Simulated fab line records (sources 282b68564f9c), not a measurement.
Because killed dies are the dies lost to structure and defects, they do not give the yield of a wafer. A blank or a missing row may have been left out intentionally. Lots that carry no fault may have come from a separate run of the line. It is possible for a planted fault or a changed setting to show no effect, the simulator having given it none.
fab line records	flow ritCmos	part 2 of 2: steps 30 to 40 of 40
[record] lots = 5	wafers = 15	lastDay = 7
route steps=202 shown FOX1@22 FOX2@23 NWELL@28 PWELL@39 WELLDRIVE@50 NRETRO@53
lots untouched by any fault: they come from a run of this same line in which no faults occurred
startH: hours from the record's opening day to when the first of the lot's shown wafers began	waitH: hours from the lot's prior step to this one	" same as the row above	L1.1+2: one row covering several wafers at once	- no value present, or no start provided	* or withheld: withheld	< > ~ a bound
route shown NAME@n: a module of which the file shows steps, and the number in the route of the first	usual: mean/standard deviation taken from wafers without a fault	same: alike in all rows	chamber/n: place in a boat	sites: the reading at each site	_std_site: the values' standard deviation	_edge_site: outer sites' mean less inner sites'	radiusMm: how far each site lies from the wafer's centre	mask NAME#n: copy n	behind: the last tool/chamber to shape the wafer	hold: cause of the lot's hold/its duration in hours/its outcome	device: names the non-switching transistor (n, p or np)	end of line: tests run on the same wafers once the route is complete	a step without rows: its recipe alone	killed: at the first sort, the dies lost to defects and structure; wafer yield is something else	map: the dies of a wafer, with x for killed, . for not killed, _ for no die there
set.NAME: the setting the step ran with; set.NAME@STEP: the setting that earlier step ran with	model.NAME: the simulator's own value behind a step, which no gauge read
a table for each step, a row for each wafer; lots at some steps of the route
services: from which hour (startH, from the record's first day; less than 0 if before it) a tool's chamber was out of use, for how many hours, and why
[[steps]]
[step RIT_WELLDRIVE_RS_MEAS_01]
[recipe] thkMeasGauge = four-point-probe
[usual] NWELL_RS = 275.7/0.64
lot.wafer	tool	chamber	startH	waitH	NWELL_RS[ohm/sq]
L074.2	filmMetro-02	-	29.89	0.0	276.5
L074.3	"	-	"	"	276.1
L074.6	"	-	"	"	277.3
L081.2	filmMetro-02	-	65.03	0.0	275.2
L081.3	"	-	"	"	275.8
L081.4	"	-	"	"	275.6
L083.2	filmMetro-04	-	76.40	0.0	275.8
L083.5	"	-	"	"	275.2
L083.6	"	-	"	"	275.4
L087.1	filmMetro-02	-	95.12	0.0	276.3
L087.3	"	-	"	"	275.9
L087.6	"	-	"	"	276.2
L096.2	filmMetro-02	-	140.30	0.0	275.2
L096.5	"	-	"	"	276.4
L096.6	"	-	"	"	274.6
[step RIT_WELLDRIVE_RS_MEAS_02]
[recipe] thkMeasGauge = four-point-probe
[usual] PWELL_RS = 429.5/1.1
lot.wafer	tool	chamber	startH	waitH	PWELL_RS[ohm/sq]
L074.2	filmMetro-02	-	30.01	0.1	429.6
L074.3	"	-	"	"	429.2
L074.6	"	-	"	"	428.8
L081.2	filmMetro-02	-	65.15	0.1	428.6
L081.3	"	-	"	"	429.6
L081.4	"	-	"	"	429.0
L083.2	filmMetro-04	-	76.52	0.1	430.6
L083.5	"	-	"	"	430.8
L083.6	"	-	"	"	430.0
L087.1	filmMetro-02	-	95.24	0.1	428.8
L087.3	"	-	"	"	429.4
L087.6	"	-	"	"	428.3
L096.2	filmMetro-02	-	140.42	0.1	426.1
L096.5	"	-	"	"	428.1
L096.6	"	-	"	"	428.9
[step RIT_NRETRO_HMDS_00]
[recipe] primeTimeS = 60	primeTempC = 140
[usual] exhaustPa = 44.9/0.94
lot.wafer	tool	chamber	startH	waitH	exhaustPa
L074.2	lithoTrack-01	0	30.13	0.1	44.6
L074.3	"	0	"	"	45.9
L074.6	"	0	"	"	45.6
L081.2	lithoTrack-02	0	65.27	0.1	45.5
L081.3	"	0	"	"	43.9
L081.4	"	0	"	"	43.9
L083.2	lithoTrack-03	0	76.64	0.1	45.6
L083.5	"	0	"	"	45.5
L083.6	"	0	"	"	45.1
L087.1	lithoTrack-03	0	95.36	0.1	44.9
L087.3	"	0	"	"	46.1
L087.6	"	0	"	"	45.4
L096.2	lithoTrack-01	0	140.54	0.1	45.2
L096.5	"	0	"	"	45.0
L096.6	"	0	"	"	44.1
[step RIT_NRETRO_COAT_01]
[recipe] resist = NOVOLAK	spinRpm = 2000	resistThkNm = 1300
[usual] exhaustPa = 44.7/0.88
lot.wafer	tool	chamber	startH	waitH	exhaustPa
L074.2	lithoTrack-01	0	30.28	0.1	44.7
L074.3	"	0	"	"	44.5
L074.6	"	0	"	"	45.7
L081.2	lithoTrack-02	0	65.42	0.1	46.3
L081.3	"	0	"	"	44.4
L081.4	"	0	"	"	44.9
L083.2	lithoTrack-03	0	76.79	0.1	45.6
L083.5	"	0	"	"	45.4
L083.6	"	0	"	"	45.3
L087.1	lithoTrack-03	0	95.51	0.1	44.2
L087.3	"	0	"	"	44.5
L087.6	"	0	"	"	44.1
L096.2	lithoTrack-01	0	140.69	0.1	44.8
L096.5	"	0	"	"	44.3
L096.6	"	0	"	"	44.8
[step RIT_NRETRO_SOFTBAKE_02]
[recipe] resist = NOVOLAK	tempC = 89.6	timeS = 60
[usual] exhaustPa = 44.9/0.86	plateTempC = 89.61/0.14
[same] timeS = 60
lot.wafer	tool	chamber	startH	waitH	exhaustPa	plateTempC
L074.2	lithoTrack-01	0	30.43	0.1	45.7	89.77
L074.3	"	0	"	"	44.7	89.53
L074.6	"	0	"	"	45.3	89.70
L081.2	lithoTrack-02	0	65.57	0.1	46.6	89.69
L081.3	"	0	"	"	45.4	89.50
L081.4	"	0	"	"	44.8	89.52
L083.2	lithoTrack-03	0	76.94	0.1	45.2	89.78
L083.5	"	0	"	"	45.0	89.86
L083.6	"	0	"	"	45.5	89.79
L087.1	lithoTrack-03	0	95.66	0.1	45.5	89.50
L087.3	"	0	"	"	45.2	89.77
L087.6	"	0	"	"	46.1	89.56
L096.2	lithoTrack-01	0	140.84	0.1	44.0	89.42
L096.5	"	0	"	"	45.2	89.74
L096.6	"	0	"	"	45.3	89.44
[step RIT_NRETRO_EXPOSE_03]
[recipe] maskId = M4	na = 0.57	targetCdNm = 43900	doseMj = 250
[usual] focusOffsetNm = 0.1/0.5
lot.wafer	tool	chamber	startH	waitH	mask	focusOffsetNm
L074.2	ilineStepper-02	0	30.70	0.2	M4#0	-0.6
L074.3	"	0	"	"	M4#0	-0.3
L074.6	"	0	"	"	M4#0	-0.4
L081.2	ilineStepper-02	0	65.72	0.1	M4#0	-0.1
L081.3	"	0	"	"	M4#0	0.0
L081.4	"	0	"	"	M4#0	0.3
L083.2	ilineStepper-02	0	77.21	0.2	M4#0	-0.6
L083.5	"	0	"	"	M4#0	0.5
L083.6	"	0	"	"	M4#0	0.2
L087.1	ilineStepper-02	0	95.93	0.2	M4#0	0.0
L087.3	"	0	"	"	M4#0	0.1
L087.6	"	0	"	"	M4#0	1.1
L096.2	ilineStepper-02	0	140.99	0.1	M4#0	-0.5
L096.5	"	0	"	"	M4#0	-0.2
L096.6	"	0	"	"	M4#0	-0.6
[step RIT_NRETRO_PEB_04]
[recipe] resist = NOVOLAK	tempC = withheld	timeS = withheld
[usual] exhaustPa = 44.8/1
lot.wafer	tool	chamber	startH	waitH	exhaustPa
L074.2	lithoTrack-02	0	30.82	0.1	44.2
L074.3	"	0	"	"	45.6
L074.6	"	0	"	"	45.3
L081.2	lithoTrack-03	0	65.84	0.1	43.3
L081.3	"	0	"	"	44.4
L081.4	"	0	"	"	44.1
L083.2	lithoTrack-02	0	77.33	0.1	45.1
L083.5	"	0	"	"	44.6
L083.6	"	0	"	"	45.2
L087.1	lithoTrack-01	0	96.05	0.1	45.2
L087.3	"	0	"	"	45.0
L087.6	"	0	"	"	45.3
L096.2	lithoTrack-03	0	141.11	0.1	44.8
L096.5	"	0	"	"	45.4
L096.6	"	0	"	"	45.9
[step RIT_NRETRO_DEVELOP_05]
[recipe] resist = NOVOLAK	developTimeS = 68	devTempC = 23
[usual] exhaustPa = 44.9/0.79
lot.wafer	tool	chamber	startH	waitH	exhaustPa
L074.2	lithoTrack-02	0	-	-	44.2
L074.3	"	0	"	"	45.6
L074.6	"	0	"	"	44.8
L081.2	lithoTrack-03	0	-	-	44.6
L081.3	"	0	"	"	45.4
L081.4	"	0	"	"	44.8
L083.2	lithoTrack-02	0	-	-	45.3
L083.5	"	0	"	"	44.5
L083.6	"	0	"	"	45.1
L087.1	lithoTrack-01	0	-	-	45.2
L087.3	"	0	"	"	43.8
L087.6	"	0	"	"	44.6
L096.2	lithoTrack-03	0	-	-	45.0
L096.5	"	0	"	"	45.3
L096.6	"	0	"	"	45.4
[step RIT_NRETRO_OVL_MEAS_06]
[usual] NRETRO_OVL = -0.6/1.2
lot.wafer	tool	chamber	startH	waitH	NRETRO_OVL[nm]
L074.2	overlay-02	-	31.12	-	-2.2
L074.3	"	-	"	"	-1.4
L074.6	"	-	"	"	1.0
L081.2	overlay-02	-	66.13	-	0.2
L081.3	"	-	"	"	-0.5
L081.4	"	-	"	"	0.2
L083.2	overlay-01	-	77.63	-	-1.1
L083.5	"	-	"	"	0.0
L083.6	"	-	"	"	-1.3
L087.1	overlay-01	-	96.36	-	0.9
L087.3	"	-	"	"	-1.7
L087.6	"	-	"	"	0.0
L096.2	overlay-01	-	141.40	-	-1.4
L096.5	"	-	"	"	0.0
L096.6	"	-	"	"	-0.4
[step RIT_NRETRO_HARDBAKE_07]
[recipe] resist = NOVOLAK	tempC = 140	timeS = 120
[usual] exhaustPa = 44.9/0.93	plateTempC = 139.96/0.14
[same] timeS = 120
lot.wafer	tool	chamber	startH	waitH	exhaustPa	plateTempC
L074.2	lithoTrack-03	0	31.19	0.1	45.3	139.88
L074.3	"	0	"	"	44.5	139.79
L074.6	"	0	"	"	45.9	140.03
L081.2	lithoTrack-01	0	66.21	0.1	44.4	139.90
L081.3	"	0	"	"	45.0	139.74
L081.4	"	0	"	"	44.7	139.84
L083.2	lithoTrack-03	0	77.70	0.1	45.1	140.01
L083.5	"	0	"	"	44.6	139.95
L083.6	"	0	"	"	44.3	139.96
L087.1	lithoTrack-02	0	96.40	0.0	45.1	140.17
L087.3	"	0	"	"	46.0	140.07
L087.6	"	0	"	"	45.2	140.05
L096.2	lithoTrack-01	0	141.47	0.1	45.1	140.22
L096.5	"	0	"	"	45.1	140.07
L096.6	"	0	"	"	44.1	140.07
[step RIT_NRETRO_IMPLANT_08]
[recipe] species = P	energyKev = 70	doseCm2 = 1e+13	tiltDeg = 7
lot.wafer	tool	chamber	startH	waitH
L074.2+3+6	implanter-02	0	31.42	0.2
L081.2+3+4	implanter-03	0	66.44	0.2
L083.2+5+6	implanter-02	0	77.93	0.2
L087.1+3+6	implanter-03	0	96.65	0.2
L096.2+5+6	implanter-02	0	141.71	0.2
[[services]]
tool	chamber	startH	hours	kind
ilineStepper-01	-	0.15	5.3	repair
furnace-01	-	0.69	3.9	repair
plasmaAsher-01	-	4.56	2.8	pm
plasmaAsher-04	-	5.95	1.3	repair
ilineStepper-01	-	8.59	2.1	pm
ilineStepper-01	-	10.67	-	consumableReplace:lamp
ilineStepper-02	-	21.18	5.7	repair
furnace-04	-	32.49	3.5	pm
wetBench-04	-	39.35	1.9	pm
implanter-01	-	50.78	1.3	repair
ilineStepper-02	-	54.26	1.7	pm
furnace-03	-	62.20	4.2	pm
implanter-04	-	63.46	3.3	repair
implanter-03	-	67.72	1.5	repair
implanter-03	-	88.98	2.4	repair
plasmaAsher-01	-	105.73	1.2	repair
plasmaAsher-01	-	108.75	9.0	pm
plasmaAsher-01	0	108.75	9.0	ventCycle
plasmaAsher-01	1	108.75	9.0	ventCycle
plasmaAsher-01	0	117.75	-	clean
plasmaAsher-01	1	117.75	-	clean
ilineStepper-01	-	127.65	1.7	pm
ilineStepper-01	-	130.37	8.9	pm
